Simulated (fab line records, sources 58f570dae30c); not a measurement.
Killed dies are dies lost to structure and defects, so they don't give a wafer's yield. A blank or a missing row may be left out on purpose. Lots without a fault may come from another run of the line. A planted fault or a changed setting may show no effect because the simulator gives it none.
Which tool did it? | flow berkeley_cmos170 | 14 lots, 42 wafers sampled, at 7 steps of a route of 331

WHAT THE GAUGES READ, wafer by wafer
UCB170_NSD_TW_MEAS_10. Usual: NSD_TW 4168, standard deviation 62.
lot  | measured     | on            | NSD_TW         | flag
L893 | day 6 11:46  | film_metro-01 | 4138 4120 4112 |
L895 | day 7 05:16  | film_metro-01 | 4129 4112 4133 |
L896 | day 7 05:31  | film_metro-01 | 4118 4146 4146 |
L897 | day 7 09:17  | film_metro-03 | 4174 4202 4186 |
L899 | day 7 16:22  | film_metro-01 | 4102 4127 4112 |
L898 | day 7 16:38  | film_metro-01 | 4131 4131 4112 |
L900 | day 7 17:01  | film_metro-02 | 4268 4255 4293 |
L901 | day 8 09:21  | film_metro-03 | 4359 4378 4393 | OFF
L907 | day 9 08:22  | film_metro-01 | 4390 4348 4353 | OFF
L912 | day 10 10:43 | film_metro-03 | 4168 4175 4194 |
L911 | day 10 11:01 | film_metro-01 | 4121 4125 4135 |
L913 | day 10 11:14 | film_metro-01 | 4105 4111 4129 |
L914 | day 10 19:26 | film_metro-01 | 4101 4115 4115 |
L915 | day 10 19:47 | film_metro-01 | 4141 4120 4115 |

UCB170_SDANNEAL_RS_MEAS_03: measures by four-point-probe. Usual: NSD_RS 37.29 ohm/sq, standard deviation 0.11.
lot  | measured     | on            | NSD_RS (ohm/sq)   | flag
L893 | day 6 13:25  | film_metro-01 | 37.31 37.27 37.29 |
L895 | day 7 06:29  | film_metro-01 | 37.25 37.15 37.21 |
L896 | day 7 06:43  | film_metro-02 | 37.17 37.13 37.17 |
L897 | day 7 12:44  | film_metro-03 | 37.16 37.10 37.19 |
L899 | day 7 17:50  | film_metro-02 | 37.40 37.41 37.25 |
L898 | day 7 17:59  | film_metro-03 | 37.29 37.30 37.22 |
L900 | day 7 18:14  | film_metro-01 | 36.99 37.07 37.11 |
L901 | day 8 10:35  | film_metro-01 | 30.38 30.28 30.36 | OFF
L907 | day 9 09:46  | film_metro-02 | 30.45 30.53 30.41 | OFF
L912 | day 10 12:07 | film_metro-01 | 37.27 37.26 37.27 |
L911 | day 10 12:19 | film_metro-03 | 37.36 37.34 37.31 |
L913 | day 10 12:59 | film_metro-02 | 37.45 37.39 37.36 |
L914 | day 10 20:38 | film_metro-01 | 37.43 37.37 37.29 |
L915 | day 10 21:00 | film_metro-03 | 37.21 37.18 37.26 |

UCB170_V2_CD_MEAS_90: target cd 700 nm. Usual: cd_nm 699.9 nm, standard deviation 1.6.
lot  | measured     | on        | cd_nm (nm)        | flag
L893 | day 7 16:08  | cd_sem-02 | 697.4 699.2 698.9 |
L895 | day 8 05:15  | cd_sem-02 | 699.3 700.1 698.7 |
L896 | day 8 04:58  | cd_sem-01 | 699.0 701.0 699.1 |
L897 | day 8 09:57  | cd_sem-02 | 698.4 701.8 698.9 |
L899 | day 8 14:29  | cd_sem-01 | 700.9 699.2 700.5 |
L898 | day 8 13:39  | cd_sem-02 | 700.3 703.2 702.3 |
L900 | day 8 14:44  | cd_sem-02 | 698.1 698.5 698.0 |
L901 | day 9 08:59  | cd_sem-02 | 700.2 699.2 701.8 |
L907 | day 10 08:20 | cd_sem-01 | 702.7 701.6 704.2 |
L912 | day 11 10:11 | cd_sem-02 | 698.1 697.9 697.5 |
L911 | day 11 11:20 | cd_sem-02 | 700.9 702.1 701.2 |
L913 | day 11 09:19 | cd_sem-02 | 699.0 698.4 697.6 |
L914 | day 11 16:17 | cd_sem-02 | 698.8 700.0 699.6 |
L915 | day 11 16:48 | cd_sem-02 | 700.7 700.9 701.6 |

WHICH TOOL RAN EACH LOT (tool, then ch and the chambers of the sampled wafers, then the start)
lot  | UCB170_NSD_IMPLANT_08           | UCB170_NSD_STRIP_09                  | UCB170_V1_CVD_00                | UCB170_V2_ETCH_14
L893 | implanter-01 ch 0, day 6 11:33  | plasma_asher-04 ch 0,1, day 6 11:41  | pecvd-02 ch 0,1,2, day 7 05:00  | rie_diel-02 ch 0,2,3, day 7 15:50
L895 | implanter-04 ch 0, day 7 05:01  | plasma_asher-04 ch 0, day 7 05:10    | pecvd-01 ch 1,2, day 7 20:32    | rie_diel-03 ch 0,1,2, day 8 04:58
L896 | implanter-03 ch 0, day 7 05:16  | plasma_asher-02 ch 0,1, day 7 05:25  | pecvd-02 ch 0,1,2, day 7 20:32  | rie_diel-02 ch 1,3, day 8 04:41
L897 | implanter-04 ch 0, day 7 09:03  | plasma_asher-02 ch 0,1, day 7 09:10  | pecvd-02 ch 0,2, day 8 01:19    | rie_diel-03 ch 0,1,2, day 8 09:39
L899 | implanter-01 ch 0, day 7 16:09  | plasma_asher-02 ch 0,1, day 7 16:17  | pecvd-01 ch 0,1,2, day 8 05:31  | rie_diel-04 ch 0,1,3, day 8 14:10
L898 | implanter-04 ch 0, day 7 16:23  | plasma_asher-01 ch 0,1, day 7 16:32  | pecvd-03 ch 0,1,2, day 8 05:31  | rie_diel-03 ch 1,2,3, day 8 13:22
L900 | implanter-01 ch 0, day 7 16:47  | plasma_asher-04 ch 0,1, day 7 16:55  | pecvd-02 ch 0,2, day 8 05:31    | rie_diel-02 ch 0,1,3, day 8 14:26
L901 | implanter-01 ch 0, day 8 09:06  | plasma_asher-04 ch 0,1, day 8 09:15  | pecvd-02 ch 1,2, day 8 21:49    | rie_diel-03 ch 0,3, day 9 08:39
L907 | implanter-01 ch 0, day 9 08:09  | plasma_asher-04 ch 0,1, day 9 08:17  | pecvd-02 ch 0,1, day 9 23:59    | rie_diel-03 ch 1,3, day 10 08:01
L912 | implanter-04 ch 0, day 10 10:28 | plasma_asher-02 ch 0,1, day 10 10:37 | pecvd-03 ch 0,1, day 11 01:33   | rie_diel-03 ch 0,1,3, day 11 09:51
L911 | implanter-03 ch 0, day 10 10:46 | plasma_asher-02 ch 0,1, day 10 10:54 | pecvd-03 ch 0,1,2, day 11 01:43 | rie_diel-03 ch 0,1,3, day 11 11:02
L913 | implanter-04 ch 0, day 10 10:59 | plasma_asher-01 ch 0,1, day 10 11:08 | pecvd-01 ch 0,2, day 11 01:33   | rie_diel-02 ch 0,1,3, day 11 09:02
L914 | implanter-03 ch 0, day 10 19:11 | plasma_asher-02 ch 0,1, day 10 19:19 | pecvd-02 ch 1,2, day 11 07:55   | rie_diel-04 ch 0,1, day 11 16:00
L915 | implanter-04 ch 0, day 10 19:32 | plasma_asher-04 ch 0,1, day 10 19:41 | pecvd-01 ch 1,2, day 11 07:55   | rie_diel-03 ch 0,3, day 11 16:31
- UCB170_NSD_IMPLANT_08
- UCB170_NSD_STRIP_09: strips in O2.
- UCB170_V1_CVD_00: deposits SiO2 from TEOS/O2, target thk 2000 nm, time 250 s.
- UCB170_V2_ETCH_14: etches SiO2 in CHF3/CF4/Ar, stops on Al, target depth 1250 nm, time 291 s.

WHAT THE TOOLS THEMSELVES READ (means of the sampled wafers that have a number; where no wafer has one, the mark that the record gives instead)
UCB170_NSD_IMPLANT_08. Usual: beam_on_s 10.00 s, standard deviation 0.21; dose_ions_cm2 3e+15, standard deviation 3.5e+12; end_station_pressure_torr 1.26e-05 Torr, standard deviation 7e-07; faraday_current_uA 9259, standard deviation 190; tilt_deg 7.005 degrees, standard deviation 0.018.
lot  | tool         | beam_on_s (s) | dose_ions_cm2 | end_station_pressure_torr (Torr) | faraday_current_uA | tilt_deg (degrees) | flag
L893 | implanter-01 | 9.92          | 3e+15         | 1.27e-05                         | 9349               | 7.001              |
L895 | implanter-04 | 10.09         | 3e+15         | 1.29e-05                         | 9201               | 7.019              |
L896 | implanter-03 | 9.92          | 3e+15         | 1.17e-05                         | 9326               | 6.983              |
L897 | implanter-04 | 9.97          | 3e+15         | 1.30e-05                         | 9288               | 7.000              |
L899 | implanter-01 | 10.14         | 3e+15         | 1.19e-05                         | 9118               | 7.005              |
L898 | implanter-04 | 10.06         | 3e+15         | 1.28e-05                         | 9170               | 7.009              |
L900 | implanter-01 | 10.03         | 3e+15         | 1.25e-05                         | 9229               | 7.005              |
L901 | implanter-01 | 13.99         | 6e+15         | 1.45e-05                         | 12760              | 7.007              | OFF
L907 | implanter-01 | 13.75         | 6e+15         | 1.47e-05                         | 12959              | 6.995              | OFF
L912 | implanter-04 | 10.15         | 3e+15         | 1.29e-05                         | 9124               | 7.008              |
L911 | implanter-03 | 9.83          | 3e+15         | 1.20e-05                         | 9434               | 6.980              |
L913 | implanter-04 | 10.09         | 3e+15         | 1.24e-05                         | 9164               | 7.016              |
L914 | implanter-03 | 10.09         | 3e+15         | 1.32e-05                         | 9180               | 7.027              |
L915 | implanter-04 | 10.01         | 3e+15         | 1.34e-05                         | 9256               | 7.009              |

UCB170_NSD_STRIP_09. Usual: drypump_motor_current_A 5.80 A, standard deviation 0.26; oes_product_au 0.534 a.u., standard deviation 0.0046; strip_time_to_endpoint_s 35.82 s, standard deviation 0.058.
lot  | tool            | drypump_motor_current_A (A) | oes_product_au (a.u.) | strip_time_to_endpoint_s (s) | flag
L893 | plasma_asher-04 | 5.94                        | 0.538                 | 35.82                        |
L895 | plasma_asher-04 | 5.87                        | 0.531                 | 35.85                        |
L896 | plasma_asher-02 | 5.85                        | 0.534                 | 35.84                        |
L897 | plasma_asher-02 | 5.85                        | 0.534                 | 35.88                        |
L899 | plasma_asher-02 | 5.86                        | 0.534                 | 35.78                        |
L898 | plasma_asher-01 | 5.24                        | 0.536                 | 35.85                        |
L900 | plasma_asher-04 | 5.99                        | 0.531                 | 35.90                        |
L901 | plasma_asher-04 | 5.94                        | 0.490                 | 42.47                        | OFF
L907 | plasma_asher-04 | 6.02                        | 0.487                 | 42.41                        | OFF
L912 | plasma_asher-02 | 5.86                        | 0.533                 | 35.83                        |
L911 | plasma_asher-02 | 5.81                        | 0.534                 | 35.76                        |
L913 | plasma_asher-01 | 5.22                        | 0.532                 | 35.77                        |
L914 | plasma_asher-02 | 5.85                        | 0.531                 | 35.77                        |
L915 | plasma_asher-04 | 5.95                        | 0.538                 | 35.83                        |

UCB170_V1_CVD_00. Usual: heater_power_w 254 W, standard deviation 46; pressure_mtorr 8999 mTorr, standard deviation 16.
lot  | tool     | heater_power_w (W) | pressure_mtorr (mTorr) | flag
L893 | pecvd-02 | 258                | 8994                   |
L895 | pecvd-01 | 303                | 9006                   |
L896 | pecvd-02 | 252                | 8994                   |
L897 | pecvd-02 | 229                | 9014                   |
L899 | pecvd-01 | 229                | 8999                   |
L898 | pecvd-03 | 272                | 8995                   |
L900 | pecvd-02 | 243                | 9004                   |
L901 | pecvd-02 | 234                | 8995                   |
L907 | pecvd-02 | 265                | 8991                   |
L912 | pecvd-03 | 250                | 9018                   |
L911 | pecvd-03 | 238                | 9002                   |
L913 | pecvd-01 | 269                | 9011                   |
L914 | pecvd-02 | 231                | 8985                   |
L915 | pecvd-01 | 271                | 9003                   |

UCB170_V2_ETCH_14. Usual: CHF3_flow_sccm 44.98 sccm, standard deviation 0.14; drypump_motor_current_A 5.9 A, standard deviation 0.46; oes_product_au 0.873 a.u., standard deviation 0.012; throttle_valve_pct 6.95 %, standard deviation 0.13.
lot  | tool        | CHF3_flow_sccm (sccm) | drypump_motor_current_A (A) | oes_product_au (a.u.) | throttle_valve_pct (%) | flag
L893 | rie_diel-02 | 44.83                 | 5.7                         | 0.869                 | 7.04                   |
L895 | rie_diel-03 | 45.04                 | 5.9                         | 0.881                 | 6.98                   |
L896 | rie_diel-02 | 44.97                 | 5.9                         | 0.868                 | 6.94                   |
L897 | rie_diel-03 | 44.99                 | 5.9                         | 0.877                 | 7.00                   |
L899 | rie_diel-04 | 44.92                 | 5.9                         | 0.879                 | 6.89                   |
L898 | rie_diel-03 | 44.99                 | 6.1                         | 0.875                 | 6.87                   |
L900 | rie_diel-02 | 45.05                 | 5.5                         | 0.869                 | 7.03                   |
L901 | rie_diel-03 | 45.15                 | 6.0                         | 0.862                 | 6.82                   |
L907 | rie_diel-03 | 45.01                 | 6.2                         | 0.874                 | 6.86                   |
L912 | rie_diel-03 | 44.85                 | 6.0                         | 0.876                 | 6.96                   |
L911 | rie_diel-03 | 44.98                 | 6.0                         | 0.874                 | 6.96                   |
L913 | rie_diel-02 | 44.87                 | 5.5                         | 0.870                 | 7.02                   |
L914 | rie_diel-04 | 44.98                 | 6.1                         | 0.869                 | 6.89                   |
L915 | rie_diel-03 | 45.04                 | 5.8                         | 0.872                 | 6.92                   |

THE ANSWER, worked out from the rows above alone
Rule: a lot is off if the mean of its wafers that have a number lies more than 3 standard deviations from the usual mean. A lot without any number at a reading at which 4 lots or more have one is off too. The other lots that the step has rows for count as sound. The gauges are gone through in route order, then the tools' own readings, and for those a lot's mean is taken as printed above. The first step at which some lot is off is used, and at that step the reading that is off furthest; a lot without a number counts as furthest.
Off: L901, L907, at UCB170_NSD_TW_MEAS_10 (NSD_TW).
A tool fits if, at a process step before that reading, it ran every lot that is off, and no sound lot after the first of them. The gauges at UCB170_NSD_TW_MEAS_10 aren't tried: what is off there is off at UCB170_NSD_IMPLANT_08 too, on other tools, and a gauge's error can't cause that. One fits: implanter-01 at UCB170_NSD_IMPLANT_08. Its last sound lot is L900 (day 7 16:47), its first lot that is off L901 (day 8 09:06): a fault that began between those two fits.
The tool's own readings at UCB170_NSD_IMPLANT_08 bear it out: on the lots that are off they differ by more than 5 times the standard deviation of the sound lots' means. beam_on_s reads 13.87 s there against 10.03 s on the sound lots; dose_ions_cm2 reads 6e+15 there against 3e+15 on the sound lots; faraday_current_uA reads 12860 there against 9237 on the sound lots.

WHAT THE SIMULATOR HAD PUT IN
Process parameter drift: implanter-01, from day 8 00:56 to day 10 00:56, at UCB170_NSD_IMPLANT_08. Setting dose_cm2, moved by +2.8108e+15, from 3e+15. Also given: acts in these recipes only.
Lots struck among those shown: L901, L907. The rule above found the same.
